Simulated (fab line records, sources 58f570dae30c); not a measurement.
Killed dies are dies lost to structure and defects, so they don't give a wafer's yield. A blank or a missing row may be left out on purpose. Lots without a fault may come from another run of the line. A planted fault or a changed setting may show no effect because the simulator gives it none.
Tool commonality check | flow berkeley_cmos170 | 14 lots, 42 wafers sampled

WHY IT WAS OPENED
At UCB170_PWELL_TW_MEAS_17 the reading PWELL_TW is flagged on 2 of 14 lots. Wafers without a fault read 378.5, standard deviation 2.4.
Rule: a lot is flagged when every wafer of it that has a number lies more than 4 standard deviations from that mean, or none has a number. The other lots count as sound.

lot  | measured    | on            | PWELL_TW, wafer by wafer | flag
L313 | day 3 10:28 | film_metro-04 | 373.4 377.4 374.7        |
L314 | day 3 20:32 | film_metro-03 | 379.5 379.5 378.8        |
L316 | day 4 06:27 | film_metro-03 | 376.9 375.9 375.7        |
L317 | day 4 06:43 | film_metro-01 | 380.9 381.9 379.8        |
L319 | day 4 15:13 | film_metro-01 | 380.4 380.2 379.7        |
L318 | day 4 15:33 | film_metro-03 | 378.9 378.9 378.6        |
L320 | day 5 01:59 | film_metro-04 | 375.9 375.8 375.5        |
L321 | day 5 02:11 | film_metro-01 | 381.4 381.2 380.7        |
L322 | day 5 10:51 | film_metro-04 | 376.8 375.7 375.8        |
L323 | day 5 11:06 | film_metro-04 | 377.2 377.2 374.3        |
L324 | day 5 16:39 | film_metro-03 | 378.2 379.0 381.2        |
L325 | day 5 16:43 | film_metro-03 | 378.7 381.6 379.4        |
L329 | day 6 16:11 | film_metro-03 | 406.5 405.5 405.3        | FLAGGED
L333 | day 7 07:47 | film_metro-04 | 399.7 399.4 398.1        | FLAGGED
The numbers of the flagged lots are 402.4 on average: +23.9 against the usual, or +10 standard deviations.

WHICH TOOL RAN EACH LOT
The record holds 1 process step before the reading, out of a route of 331 steps. In each cell: the tool, then ch and the chambers that the sampled wafers went through, then the start.
lot  | flag    | UCB170_PWELL_IMPLANT_15
L313 |         | implanter-02 ch 0, day 3 10:16
L314 |         | implanter-01 ch 0, day 3 20:17
L316 |         | implanter-04 ch 0, day 4 06:13
L317 |         | implanter-02 ch 0, day 4 06:28
L319 |         | implanter-04 ch 0, day 4 14:59
L318 |         | implanter-02 ch 0, day 4 15:19
L320 |         | implanter-02 ch 0, day 5 01:44
L321 |         | implanter-04 ch 0, day 5 01:58
L322 |         | implanter-04 ch 0, day 5 10:36
L323 |         | implanter-02 ch 0, day 5 10:51
L324 |         | implanter-02 ch 0, day 5 16:25
L325 |         | implanter-01 ch 0, day 5 16:28
L329 | FLAGGED | implanter-02 ch 0, day 6 15:58
L333 | FLAGGED | implanter-02 ch 0, day 7 07:32
What these steps do:
- UCB170_PWELL_IMPLANT_15
- UCB170_PWELL_TW_MEAS_17

FLAGGED OVER TOTAL, TOOL BY TOOL (the gauges that took the reading come last)
step                    | tool          | lots run | flagged | share of the flagged lots | sound lots run after its first flagged lot
UCB170_PWELL_IMPLANT_15 | implanter-01  | 2        | 0       | none                      | -
UCB170_PWELL_IMPLANT_15 | implanter-02  | 8        | 2       | all                       | 0
UCB170_PWELL_IMPLANT_15 | implanter-04  | 4        | 0       | none                      | -
UCB170_PWELL_TW_MEAS_17 | film_metro-01 | 3        | 0       | none                      | -
UCB170_PWELL_TW_MEAS_17 | film_metro-03 | 6        | 1       | some                      | 0
UCB170_PWELL_TW_MEAS_17 | film_metro-04 | 5        | 1       | some                      | 0

WHAT THE TABLE ALLOWS
1 row of the table ran every flagged lot: implanter-02 at UCB170_PWELL_IMPLANT_15.
- implanter-02 at UCB170_PWELL_IMPLANT_15: 2 of its 8 lots flagged. Its last sound lot is L324 (day 5 16:25), its first flagged lot L329 (day 6 15:58): a fault that began between those two fits. Its own readings lie more than 4 standard deviations out on every wafer of the flagged lots: beam_on_s, faraday_current_uA.
One tool is left: implanter-02 at UCB170_PWELL_IMPLANT_15.

WHAT THE SIMULATOR HAD PUT IN
Process parameter drift: implanter-02, from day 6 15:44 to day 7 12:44, at UCB170_PWELL_IMPLANT_15. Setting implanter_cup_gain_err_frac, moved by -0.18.
Lots struck among those shown: L329, L333. The rule above found the same.
